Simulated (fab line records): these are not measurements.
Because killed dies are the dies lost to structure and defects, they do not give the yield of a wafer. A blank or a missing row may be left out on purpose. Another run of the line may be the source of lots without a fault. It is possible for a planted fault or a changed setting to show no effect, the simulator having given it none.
Code-filled problem report in 8D (eight disciplines) form / flow berkeley-cmos170 / the parts of the form that need people (team, actions taken, sign-off) are left out

1. THE ISSUE
Mean PWELL_NITRIDE_THK at UCB170_PWELL_THK_MEAS_06: 188.3 nm over 6 wafers in 2 lots; fault-free wafers: 219.5 nm, standard deviation 2. Relative to the usual mean, that is a shift of -16 standard deviations.
First seen on wafer L263.2, day 5 17:20, on film-metro-04. At this step, 39 wafers from 13 lots have a number in the record. By rule, "out" or "out of limits" means more than 4 standard deviations away from the usual mean. The rest of the wafers with a number are treated as sound.

2. WHAT IT IS AND WHAT IT IS NOT
question=which readings at this step | is=PWELL_NITRIDE_THK | is not=-
question=which lots | is=L263, L264 | is not=L250, L251, L252, L253, L254, L255, L266, L267, L268, L269, L270
question=which wafers of those lots | is=all that have a number | is not=-
question=read on which gauges | is=film-metro-03, film-metro-04 | is not=film-metro-01
question=when | is=from day 5 17:20 | is not=up to then (18 sound wafers); but 15 sound wafers of L266, L267, L268, L269, L270 came after

3. WHAT RULES OUT EACH SUSPECT
Counting: a tool at a process step up to the reading stays a suspect if it ran every lot that is out and no sound lot after the first of them.
- the gauge at UCB170_PWELL_THK_MEAS_06 is ruled out. Those wafers that are out were read across 2 gauges (film-metro-03, film-metro-04).
- lpcvd-01 at UCB170_PWELL_CVD_05 (deposits Si3N4 from SiH2Cl2/NH3, target thk 220 nm, time 3300 s): kept. Every lot that is out went through it, starting with L263 (day 5 15:24), and after that it ran no sound lot; the last sound lot it ran before then is L254 (day 3 17:05). Its own readings are out on those wafers: nh3-flow-sccm.
The count leaves lpcvd-01 at UCB170_PWELL_CVD_05.

4. THE CAUSE (what the simulator had put in)
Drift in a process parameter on lpcvd-01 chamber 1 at UCB170_PWELL_CVD_05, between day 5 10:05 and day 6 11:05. Setting nh3-flow-sccm, moved by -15, from 75. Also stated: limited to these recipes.
Counting left only this tool.

5. THE CHAIN OF EFFECTS, in route order
One row per reading whose mean, taken over the struck wafers that have a number, lies over 3 standard deviations from the usual. Scope: only readings with a usual standard deviation given in the record; hours: median across lots of the time from each lot's start at the first step in this table that gives one to its start at this step; sigmas: change in usual standard deviations.
hours=0; step=UCB170_PWELL_CVD_05; reading=nh3-flow-sccm; usual=74.94 sccm; on struck wafers=60.02; change=-14.92; sigmas=-55
hours=2; step=UCB170_PWELL_THK_MEAS_06; reading=PWELL_NITRIDE_THK; usual=219.5 nm; on struck wafers=188.3; change=-31.2; sigmas=-16
hours=8; step=UCB170_PWELL_ETCH_14; reading=oes-product-au; usual=0.930 a.u.; on struck wafers=0.852; change=-0.078; sigmas=-5.2
It contains these process steps:
- UCB170_PWELL_CVD_05: deposits Si3N4 from SiH2Cl2/NH3, target thk 220 nm, time 3300 s.
- UCB170_PWELL_ETCH_14: etches Si3N4 in CH3F/Ar/O2, stops on SiO2, target depth 242 nm, time 151 s.
Later measuring or inspecting steps at which every struck wafer that the step has a row for has a number for every such reading, and none has moved that far: UCB170_WELLDRIVE_THK_MEAS_02, UCB170_PVT_OVL_MEAS_06.

6. WHAT WOULD HAVE CAUGHT IT SOONER
In this record the first reading out of limits at a measuring or inspecting step was taken at day 5 17:20, 7 hours after the fault began at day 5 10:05.
Tool's own readings at UCB170_PWELL_CVD_05, nh3-flow-sccm: out on all struck wafers the step has rows for; an alarm limit on them would have tripped on the first.
Each of the lots that are out, 2 in all, had begun UCB170_PWELL_CVD_05 on lpcvd-01 no later than day 5 17:20. Tool hold at that time: it would have spared none of them.
